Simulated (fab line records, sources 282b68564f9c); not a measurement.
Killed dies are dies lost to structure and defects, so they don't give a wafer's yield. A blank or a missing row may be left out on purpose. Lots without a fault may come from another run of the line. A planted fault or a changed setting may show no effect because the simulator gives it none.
fab line records | flow rit_cmos
record lots=6 wafers=18 last_day=7
route steps=202 shown SPACER@127 NSD@131 M1@202
lots that met no fault: from a run of the same line without faults
start_h: hours from the record's first day to the start of the lot's first wafer shown | wait_h: hours since the lot's step before | " the same as in the row above | L1.1+2: a row that stands for several wafers | - no value, or no start given | * or withheld: withheld | < > ~ a bound
route shown NAME@n: a module of which the file shows steps, and the number in the route of the first | usual: mean/standard deviation of fault-free wafers | same: alike in all rows | chamber/n: place in a boat | sites: the reading at each site | _std_site: their standard deviation | _edge_site: outer sites' mean less inner sites' | radius_mm: how far each site lies from the wafer's centre | mask NAME#n: copy n | behind: the tool/chamber that last shaped the wafer | hold: why the lot was held/for how many hours/how that ended | device: the transistor (n, p or np) that didn't switch | end of line: the same wafers' tests at the end of the route | a step without rows: its recipe alone | killed: dies lost to structure and defects at the first sort, not the wafer's yield | map: a wafer's dies, x killed, . not, _ none there
set.NAME: the setting as run; set.NAME@STEP: as run at that earlier step | model.NAME: the simulator's own value behind a step, which no gauge read
lots at some steps of the route; a table a step, a row a wafer
services: from which hour (start_h, from the record's first day; less than 0 if before it) a tool's chamber was out of use, for how many hours, and why
## steps
# step RIT_SPACER_CLEAN_02
# recipe chemistry=SC2 mix=3:3:50 time_s=600 temp_c=75 dry=n2_spin
# step RIT_SPACER_CVD_03
# recipe material=Si3N4 target_thk_nm=250 temp_c=810 precursor=SiH2Cl2/NH3 time_s=3300 pressure_mtorr=300 sih2cl2_flow_sccm=60 nh3_flow_sccm=150
# step RIT_SPACER_THK_MEAS_04
# recipe reads=Si3N4_of_SPACER_CVD_03
# usual SPACER_NITRIDE_THK=249.8/2.1
# columns lot.wafer tool chamber start_h wait_h SPACER_NITRIDE_THK[nm]
L847.1 film_metro-03 - 52.18 0.0 251.1
L847.4 " - " " 247.9
L847.5 " - " " 246.2
L849.2 film_metro-04 - 65.46 0.0 250.3
L849.5 " - " " 251.5
L849.6 " - " " 249.9
L851.2 film_metro-04 - 74.55 0.0 247.0
L851.4 " - " " 246.0
L851.6 " - " " 246.6
L857.1 film_metro-03 - 96.78 0.0 249.3
L857.2 " - " " 250.2
L857.4 " - " " 248.3
L867.2 film_metro-01 - 146.55 0.0 249.6
L867.4 " - " " 249.0
L867.5 " - " " 249.9
L869.1 film_metro-03 - 155.61 0.0 249.2
L869.3 " - " " 252.1
L869.4 " - " " 248.8
# step RIT_SPACER_ETCHBACK_05
# recipe target_depth_a=2500 SF6_flow_sccm=30 CHF3_flow_sccm=30 target=Si3N4 chemistry=SF6/CHF3 pressure_mtorr=40 rf_w=250 time_s=240 stop_on=SiO2
# usual drypump_motor_current_A=5.8/0.31 oes_product_au=0.842/0.014 rf_fwd_power_W=249.5/0.81 throttle_valve_pct=10.23/0.17
# columns lot.wafer tool chamber start_h wait_h drypump_motor_current_A oes_product_au rf_fwd_power_W rf_hours_counter_h throttle_valve_pct
L847.1 rie_diel-02 3 52.24 0.1 6.0 0.832 248.5 16 10.00
L847.4 " 1 " " 5.3 0.833 248.9 117 10.58
L847.5 " 1 " " 5.4 0.836 249.1 - 10.58
L849.2 rie_diel-02 1 65.51 0.0 5.3 0.846 249.0 117 10.58
L849.5 " 3 " " 6.0 0.826 249.4 - 10.00
L849.6 " 2 " " 6.0 0.836 247.9 - 10.17
L851.2 rie_diel-02 0 74.60 0.0 5.7 0.823 249.3 3 10.14
L851.4 " 1 " " 5.3 0.828 248.9 117 10.58
L851.6 " 3 " " 6.0 0.822 249.8 - 9.98
L857.1 rie_diel-03 0 96.84 0.1 5.2 0.869 250.1 105 10.39
L857.2 " 3 " " 6.3 0.849 250.0 0 10.36
L857.4 " 1 " " 5.4 0.860 251.0 10 10.05
L867.2 rie_diel-04 3 146.60 0.0 5.3 0.841 248.9 36 10.19
L867.4 " 2 " " 6.0 0.848 248.6 150 10.09
L867.5 " 3 " " 5.3 0.840 248.1 - 10.19
L869.1 rie_diel-03 0 155.67 0.1 5.2 0.870 248.8 106 10.38
L869.3 " 1 " " 5.3 0.865 249.5 11 10.04
L869.4 " 3 " " 6.3 0.844 248.8 1 10.37
# step RIT_NSD_HMDS_00
# recipe prime_time_s=60 prime_temp_c=140
# step RIT_NSD_COAT_01
# recipe resist=NOVOLAK spin_rpm=3250 resist_thk_nm=1000
# step RIT_NSD_SOFTBAKE_02
# recipe resist=NOVOLAK temp_c=90 time_s=60
# step RIT_NSD_EXPOSE_03
# recipe mask_id=M9 na=0.57 target_cd_nm=40700 dose_mj=250
# step RIT_NSD_PEB_04
# recipe resist=NOVOLAK temp_c=withheld time_s=withheld
# step RIT_NSD_DEVELOP_05
# recipe resist=NOVOLAK develop_time_s=50 dev_temp_c=23
# step RIT_NSD_OVL_MEAS_06
# usual NSD_OVL=-0.2/1.6
# columns lot.wafer tool chamber start_h wait_h NSD_OVL[nm]
L847.1 overlay-02 - 53.24 - -1.5
L847.4 " - " " 0.4
L847.5 " - " " -1.4
L849.2 overlay-02 - 66.70 - 1.2
L849.5 " - " " 0.0
L849.6 " - " " 0.1
L851.2 overlay-02 - 75.73 - -1.4
L851.4 " - " " -2.6
L851.6 " - " " -3.4
L857.1 overlay-02 - 97.99 - 0.8
L857.2 " - " " -2.2
L857.4 " - " " -0.8
L867.2 overlay-02 - 147.61 - 1.0
L867.4 " - " " -0.6
L867.5 " - " " -0.9
L869.1 overlay-02 - 156.79 - -1.4
L869.3 " - " " -0.8
L869.4 " - " " -2.2
# step RIT_NSD_HARDBAKE_07
# recipe resist=NOVOLAK temp_c=140 time_s=60
# step RIT_NSD_IMPLANT_08
# recipe species=P energy_kev=25 dose_cm2=1e+15 tilt_deg=7
# usual beam_energy_keV=25.001/0.0078 end_station_pressure_torr=7.5e-06/3.4e-07 faraday_current_uA=3136/63
# same implant_ion_amu=31
# columns lot.wafer tool chamber start_h wait_h beam_energy_keV end_station_pressure_torr faraday_current_uA model.implant.rp_nm model.implant.drp_nm
L847.1 implanter-01 0 53.43 0.1 24.992 7.5e-06 3056 32.35 14.84
L847.4 " 0 " " 24.994 7.5e-06 3102 32.35 14.84
L847.5 " 0 " " 25.007 7.9e-06 3214 32.35 14.84
L849.2 implanter-01 0 66.90 0.1 25.006 7.7e-06 3191 32.33 14.84
L849.5 " 0 " " 25.017 7.8e-06 3045 32.33 14.84
L849.6 " 0 " " 24.998 7.7e-06 3062 32.33 14.84
L851.2 implanter-01 0 75.93 0.1 26.282 7.6e-06 3199 32.86 15.29
L851.4 " 0 " " 26.288 7.8e-06 3060 32.86 15.29
L851.6 " 0 " " 26.286 7.5e-06 3139 32.86 15.29
L857.1 implanter-01 0 98.18 0.1 26.301 8.3e-06 3126 32.93 15.29
L857.2 " 0 " " 26.293 7.4e-06 3178 32.93 15.29
L857.4 " 0 " " 26.286 6.7e-06 3096 32.93 15.29
L867.2 implanter-02 0 147.81 0.1 25.015 7.1e-06 3021 33.14 14.84
L867.4 " 0 " " 25.007 6.9e-06 3173 33.14 14.84
L867.5 " 0 " " 25.005 8.1e-06 3184 33.14 14.84
L869.1 implanter-02 0 156.98 0.1 24.990 7.8e-06 3177 33.88 14.84
L869.3 " 0 " " 24.995 7.2e-06 3135 33.88 14.84
L869.4 " 0 " " 24.996 7.2e-06 3026 33.88 14.84
# step RIT_NSD_STRIP_09
# recipe chemistry=O2 time_s=180 resist=NOVOLAK platen_temp_c=withheld power_w=500 pressure_mtorr=4000 o2_flow_sccm=4000
# usual drypump_motor_current_A=5.9/0.6
# columns lot.wafer tool chamber start_h wait_h drypump_motor_current_A rf_hours_counter_h
L847.1 plasma_asher-01 0 53.58 0.1 6.4 40
L847.4 " 0 " " 6.4 -
L847.5 " 0 " " 6.3 -
L849.2 plasma_asher-02 1 67.03 0.1 5.0 41
L849.5 " 0 " " 5.3 -
L849.6 " 1 " " 5.0 -
L851.2 plasma_asher-01 1 76.06 0.1 6.4 43
L851.4 " 0 " " 6.3 -
L851.6 " 1 " " 6.4 -
L857.1 plasma_asher-04 1 98.33 0.1 5.7 31
L857.2 " 0 " " 6.6 31
L857.4 " 0 " " 6.6 -
L867.2 plasma_asher-01 1 147.94 0.1 6.4 3
L867.4 " 0 " " 6.3 -
L867.5 " 1 " " 6.4 -
L869.1 plasma_asher-02 1 157.13 0.1 5.0 52
L869.3 " 0 " " 5.3 -
L869.4 " 1 " " 5.0 -
# step RIT_M1_PROBE_99
# usual killed_at_contacts=0.1/0.29 killed_at_front_end=7/3 killed_dies=8/3 killed_open=3.7/2 killed_short=3.8/2.1
# same gross_dies=264 killed_at_M0_to_M3=0 killed_at_M4_up=0 killed_at_back_side=0 killed_at_other=0
# columns lot.wafer tool chamber start_h wait_h killed_at_contacts killed_at_front_end killed_dies killed_open killed_short
L849.2 prober-01 - 77.13 0.1 0 3 3 0 3
L849.5 prober-01 - 77.28 0.2 0 15 15 8 7
L849.6 prober-01 - 77.33 0.2 0 10 10 4 6
L869.1 prober-01 - 166.93 0.1 0 6 6 4 2
L869.3 prober-01 - 167.03 0.2 0 10 10 5 5
L869.4 prober-01 - 167.08 0.2 0 7 7 4 3
# killed by level:class
L849.2 GATE:geometric_particle:short=1 SPACER:geometric_particle:short=1 SILICIDE:geometric_particle:short=1
L849.5 GATE:geometric_particle:open=4 SPACER:geometric_particle:short=3 REOX:geometric_particle:short=2 SPACER:geometric_particle:open=2 FOX2:geometric_particle:short=1 REOX:geometric_particle:open=1 SILICIDE:geometric_particle:open=1 SILICIDE:geometric_particle:short=1
L849.6 GATE:geometric_particle:short=3 REOX:geometric_particle:open=3 FOX1:geometric_particle:short=1 FOX2:geometric_particle:short=1 SPACER:geometric_particle:short=1 SPACER:geometric_particle:open=1
L869.1 FOX1:geometric_particle:short=1 FOX1:geometric_particle:open=1 FOX2:geometric_particle:open=1 GATE:geometric_particle:short=1 GATE:geometric_particle:open=1 SILICIDE:geometric_particle:open=1
L869.3 FOX1:geometric_particle:open=3 GATE:geometric_particle:short=3 SPACER:geometric_particle:open=2 FOX1:geometric_particle:short=1 SPACER:geometric_particle:short=1
L869.4 FOX2:geometric_particle:open=3 REOX:geometric_particle:short=2 ACTIVE:geometric_particle:open=1 FOX2:geometric_particle:short=1
## services
# columns tool chamber start_h hours kind
rie_diel-04 1 33.26 12.4 repair
rie_diel-03 0 36.34 12.2 repair
implanter-02 - 61.10 4.6 pm
rie_diel-03 3 66.55 - clean
rie_diel-02 - 69.61 0.8 repair
rie_diel-04 - 75.58 2.8 pm
rie_diel-03 - 82.63 1.3 repair
implanter-01 - 84.15 3.2 repair
rie_diel-04 - 87.53 0.4 repair
rie_diel-03 - 92.45 0.4 repair
plasma_asher-01 - 108.75 9.0 pm
plasma_asher-01 0 108.75 9.0 vent_cycle
plasma_asher-01 1 108.75 9.0 vent_cycle
rie_diel-04 2 109.46 16.7 repair
rie_diel-02 2 111.94 8.3 repair
plasma_asher-01 0 117.75 - clean
plasma_asher-01 1 117.75 - clean
rie_diel-03 0 126.46 5.0 repair
rie_diel-02 2 129.24 - clean
rie_diel-02 2 129.24 20.4 scheduled_down
rie_diel-02 2 129.24 20.4 vent_cycle
rie_diel-03 2 130.14 9.4 repair
plasma_asher-02 - 147.75 0.7 repair
implanter-02 - 148.79 4.7 repair
## key
first_sign step=RIT_NSD_IMPLANT_08 reading=beam_energy_keV direction=up sigmas=99+ usual=25.001 struck=26.289
effect none on later readings
model_effect step=RIT_NSD_IMPLANT_08 value=implant.rp_nm without=31.8 struck=32.9
met_at RIT_NSD_IMPLANT_08
struck_wafers L851.2,L851.4,L851.6,L857.1,L857.2,L857.4
tester_left_out L851,L857
onset_between 66.90 75.93
fault kind=process_parameter_drift tool=implanter-01 chamber=- onset_h=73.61 steps=RIT_NSD_IMPLANT_08 channel=energy_kev offset=1.2884 shape=step end_h=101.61 acts_in=these_recipes_only stated=25
# tester_left_out: of these lots the tester's yield and bins aren't shown, on N5 and GAA mostly nor the transistor test; their killed dies are dies lost to structure and defects alone, not to doping, threshold or leakage, so they don't give the yield
